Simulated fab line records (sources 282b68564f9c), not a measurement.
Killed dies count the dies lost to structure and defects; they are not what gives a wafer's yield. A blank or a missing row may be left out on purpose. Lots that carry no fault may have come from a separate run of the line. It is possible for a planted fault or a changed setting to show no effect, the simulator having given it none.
Which of the tools did it? :: flow rit-cmos :: 13 lots, 39 wafers sampled, at 3 steps of a route of 202

## WHAT THE GAUGES READ, wafer by wafer
RIT_NWELL_OVL_MEAS_06. Usual: NWELL_OVL gives 0.0 nm (standard deviation 1.3).
lot: L920
measured: day 1 21:59
on: overlay-02
NWELL_OVL (nm): -1.6 1.5 1.4
flag: 

lot: L921
measured: day 2 03:17
on: overlay-02
NWELL_OVL (nm): 1.3 0.4 0.6
flag: 

lot: L922
measured: day 2 07:39
on: overlay-01
NWELL_OVL (nm): -1.0 -3.0 -2.8
flag: 

lot: L923
measured: day 2 16:15
on: overlay-01
NWELL_OVL (nm): 0.5 -0.3 0.9
flag: 

lot: L924
measured: day 2 19:52
on: overlay-01
NWELL_OVL (nm): 2.8 -0.3 1.5
flag: 

lot: L926
measured: day 3 11:04
on: overlay-01
NWELL_OVL (nm): -0.4 0.5 0.9
flag: 

lot: L927
measured: day 3 15:17
on: overlay-01
NWELL_OVL (nm): -1.2 0.4 0.2
flag: 

lot: L928
measured: day 3 17:19
on: overlay-01
NWELL_OVL (nm): 2.0 1.2 0.7
flag: 

lot: L931
measured: day 4 06:43
on: overlay-01
NWELL_OVL (nm): -0.1 -1.4 -1.6
flag: 

lot: L934
measured: day 5 00:29
on: overlay-01
NWELL_OVL (nm): -0.9 0.6 0.2
flag: 

lot: L935
measured: day 5 03:19
on: overlay-02
NWELL_OVL (nm): 0.8 1.1 1.0
flag: 

lot: L936
measured: day 5 05:55
on: overlay-02
NWELL_OVL (nm): -0.3 -2.5 0.1
flag: 

lot: L941
measured: day 6 07:45
on: overlay-02
NWELL_OVL (nm): 1.1 0.6 0.5
flag: 

RIT_M1_BOW_MEAS_16. Usual: M1_BOW gives 16 um (standard deviation 6.4).
lot: L920
measured: day 3 14:04
on: film-metro-03
M1_BOW (um): 14 4 18
flag: 

lot: L921
measured: day 3 20:02
on: film-metro-02
M1_BOW (um): 9 14 18
flag: 

lot: L922
measured: day 4 05:38
on: film-metro-04
M1_BOW (um): 25 22 21
flag: 

lot: L923
measured: day 4 10:17
on: film-metro-03
M1_BOW (um): 11 16 18
flag: 

lot: L924
measured: day 4 14:46
on: film-metro-03
M1_BOW (um): 20 21 13
flag: 

lot: L926
measured: day 5 02:18
on: film-metro-03
M1_BOW (um): 19 21 20
flag: 

lot: L927
measured: day 5 08:39
on: film-metro-04
M1_BOW (um): 14 3 19
flag: 

lot: L928
measured: day 5 11:20
on: film-metro-03
M1_BOW (um): 7 25 12
flag: 

lot: L931
measured: day 5 21:48
on: film-metro-02
M1_BOW (um): 0 31 19
flag: 

lot: L934
measured: day 6 14:48
on: film-metro-02
M1_BOW (um): 21 13 14
flag: 

lot: L935
measured: day 6 17:22
on: film-metro-04
M1_BOW (um): 13 7 13
flag: 

lot: L936
measured: day 6 19:52
on: film-metro-03
M1_BOW (um): 6 16 5
flag: 

lot: L941
measured: day 7 22:25
on: film-metro-02
M1_BOW (um): 10 13 24
flag: 

## WHAT TOOL EACH LOT RAN ON (gives the tool, then ch and the chambers of the sampled wafers, and finally the start)
lot: L920
RIT_M1_SPUTTER_00: pvd-sputter-02, day 3 10:00

lot: L921
RIT_M1_SPUTTER_00: pvd-sputter-01, day 3 15:48

lot: L922
RIT_M1_SPUTTER_00: pvd-sputter-02, day 4 01:37

lot: L923
RIT_M1_SPUTTER_00: pvd-sputter-01, day 4 06:22

lot: L924
RIT_M1_SPUTTER_00: pvd-sputter-03, day 4 10:42

lot: L926
RIT_M1_SPUTTER_00: pvd-sputter-02, day 4 22:14

lot: L927
RIT_M1_SPUTTER_00: pvd-sputter-02, day 5 04:35

lot: L928
RIT_M1_SPUTTER_00: pvd-sputter-01, day 5 07:10

lot: L931
RIT_M1_SPUTTER_00: pvd-sputter-03, day 5 17:39

lot: L934
RIT_M1_SPUTTER_00: pvd-sputter-02, day 6 10:40

lot: L935
RIT_M1_SPUTTER_00: pvd-sputter-03, day 6 13:20

lot: L936
RIT_M1_SPUTTER_00: pvd-sputter-02, day 6 15:57

lot: L941
RIT_M1_SPUTTER_00: pvd-sputter-03, day 7 18:25
- RIT_M1_SPUTTER_00: material Al, target thk 400 nm, time 500 s.

## WHAT THE TOOLS THEMSELVES READ (means of the sampled wafers that have a number; where no wafer has one, the mark that the record gives instead)
RIT_M1_SPUTTER_00. Usual: throttle-valve-pct at 30.4 %, with a standard deviation of 1.
lot: L920
tool: pvd-sputter-02
throttle-valve-pct (%): 30.3
flag: 

lot: L921
tool: pvd-sputter-01
throttle-valve-pct (%): 30.9
flag: 

lot: L922
tool: pvd-sputter-02
throttle-valve-pct (%): 30.5
flag: 

lot: L923
tool: pvd-sputter-01
throttle-valve-pct (%): 30.8
flag: 

lot: L924
tool: pvd-sputter-03
throttle-valve-pct (%): 30.0
flag: 

lot: L926
tool: pvd-sputter-02
throttle-valve-pct (%): 29.6
flag: 

lot: L927
tool: pvd-sputter-02
throttle-valve-pct (%): 29.4
flag: 

lot: L928
tool: pvd-sputter-01
throttle-valve-pct (%): 30.1
flag: 

lot: L931
tool: pvd-sputter-03
throttle-valve-pct (%): 31.7
flag: 

lot: L934
tool: pvd-sputter-02
throttle-valve-pct (%): 30.0
flag: 

lot: L935
tool: pvd-sputter-03
throttle-valve-pct (%): 30.7
flag: 

lot: L936
tool: pvd-sputter-02
throttle-valve-pct (%): 29.7
flag: 

lot: L941
tool: pvd-sputter-03
throttle-valve-pct (%): 31.0
flag: 

## THE ANSWER, worked out from the rows above alone
Rule: take the mean of a lot's wafers that have a number; if it is more than 3 standard deviations from the usual mean, the lot is off. A lot without any number at a reading at which 4 lots or more have one is off too. Where the step has rows for the other lots, those lots are counted as sound. The gauges are gone through in route order, then the tools' own readings, and for those a lot's mean is taken as printed above. The first step at which some lot is off is used, and at that step the reading that is off furthest; a lot without a number counts as furthest.
None of the lots is off at any reading shown; this tells nothing.

## WHAT THE SIMULATOR PUT IN
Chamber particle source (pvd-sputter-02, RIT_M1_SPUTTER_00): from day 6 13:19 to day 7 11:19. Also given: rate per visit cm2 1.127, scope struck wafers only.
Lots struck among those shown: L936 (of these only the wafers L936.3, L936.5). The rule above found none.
